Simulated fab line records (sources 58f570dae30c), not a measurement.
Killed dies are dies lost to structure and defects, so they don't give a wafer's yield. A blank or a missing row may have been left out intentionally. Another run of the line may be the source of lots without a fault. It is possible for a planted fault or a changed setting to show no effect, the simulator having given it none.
fab line records	flow berkeleyCmos170
record: lots: 14	wafers: 42	lastDay: 12
route steps=331 shown PWELL@49
lots untouched by any fault: they come from a run of this same line in which no faults occurred
startH: hours from the record's first day to the start of the lot's first wafer shown	waitH: how many hours have passed since the lot's step before this one	" same as the row above	L1.1+2: a single row standing in for several wafers	- either no value or no given start	* or withheld: withheld	< > ~ a bound
route shown NAME@n: a module of which the file shows steps, and the number in the route of the first	usual: average and standard deviation across the fault-free wafers	same: alike in all rows	chamber/n: place in a boat	sites: readings site by site	_std_site: their standard deviation	_edge_site: mean of outer sites minus mean of inner sites	radiusMm: for every site, how far away it sits from the centre of the wafer	mask NAME#n: copy n	behind: tool/chamber where the wafer was last shaped	hold: why the lot was held/for how many hours/how that ended	device: the transistor (n, p or np) that didn't switch	end of line: the same wafers' tests at the end of the route	for a step that has no rows: nothing shown but its recipe	killed: dies that structure and defects cost at the first sort, which is not the same as the wafer's yield	map: dies across one wafer; x = killed, . = not, _ = none there
set.NAME: the setting as run; set.NAME@STEP: as run at that earlier step	model.NAME: the simulator's own value behind a step, which no gauge read
one table for each step of the route and one row for each wafer, over a sample of lots
services: when a tool's chamber went out of use (startH, in hours from the record's first day, below 0 if earlier), for how many hours, and the reason
== steps ==
step: UCB170_PWELL_IMPLANT_15
recipe: species: B	doseCm2: 5.067e+12	energyKev: 60	tiltDeg: 7
usual: tiltDeg: 6.999/0.018
lot.wafer	tool	chamber	startH	waitH	tiltDeg
L650.3	implanter-01	0	69.49	0.1	6.986
L650.4	"	0	"	"	7.005
L650.5	"	0	"	"	7.030
L651.1	implanter-03	0	69.63	0.1	6.994
L651.2	"	0	"	"	7.003
L651.4	"	0	"	"	6.995
L652.2	implanter-02	0	69.74	0.1	6.998
L652.4	"	0	"	"	6.986
L652.6	"	0	"	"	6.995
L653.1	implanter-03	0	74.38	0.1	7.028
L653.2	"	0	"	"	7.013
L653.6	"	0	"	"	7.032
L657.1	implanter-03	0	93.68	0.1	6.975
L657.2	"	0	"	"	7.003
L657.4	"	0	"	"	7.003
L656.2	implanter-03	0	93.95	0.1	6.993
L656.4	"	0	"	"	7.021
L656.6	"	0	"	"	7.002
L659.1	implanter-03	0	100.23	0.1	4.342
L659.3	"	0	"	"	4.332
L659.5	"	0	"	"	4.355
L658.4	implanter-02	0	101.06	0.1	7.038
L658.5	"	0	"	"	7.013
L658.6	"	0	"	"	7.014
L660.1	implanter-02	0	108.54	0.1	6.957
L660.2	"	0	"	"	6.983
L660.6	"	0	"	"	7.018
L662.1	implanter-03	0	120.45	0.1	4.315
L662.2	"	0	"	"	4.324
L662.6	"	0	"	"	4.320
L668.1	implanter-01	0	149.28	0.1	7.045
L668.4	"	0	"	"	7.025
L668.6	"	0	"	"	7.013
L670.1	implanter-01	0	158.25	0.1	6.972
L670.2	"	0	"	"	6.980
L670.6	"	0	"	"	6.979
L671.2	implanter-01	0	170.10	0.1	6.995
L671.3	"	0	"	"	7.005
L671.6	"	0	"	"	6.979
L672.1	implanter-02	0	170.24	0.1	7.028
L672.5	"	0	"	"	7.018
L672.6	"	0	"	"	6.960
== services ==
tool	chamber	startH	hours	kind
implanter-03	-	74.72	2.2	repair
implanter-01	-	77.53	41.1	repair
implanter-02	-	121.47	2.4	pm
== key ==
firstSign: step: UCB170_PWELL_IMPLANT_15	reading: tiltDeg	direction: down	sigmas: 99+	usual: 6.999	struck: 4.331
effect none on later readings
metAt UCB170_PWELL_IMPLANT_15
struckLots L659,L662
testerLeftOut L659,L662
onsetBetween 93.95 100.23
fault: kind: processParameterDrift	tool: implanter-03	chamber: -	onsetH: 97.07	steps: UCB170_PWELL_IMPLANT_15	channel: tiltDeg	offset: -2.6693	shape: step	endH: 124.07	actsIn: theseRecipesOnly	stated: 7
testerLeftOut: of these lots the tester's yield and bins aren't shown, on N5 and GAA mostly nor the transistor test; their killed dies are dies lost to structure and defects alone, not to doping, threshold or leakage, so they don't give the yield
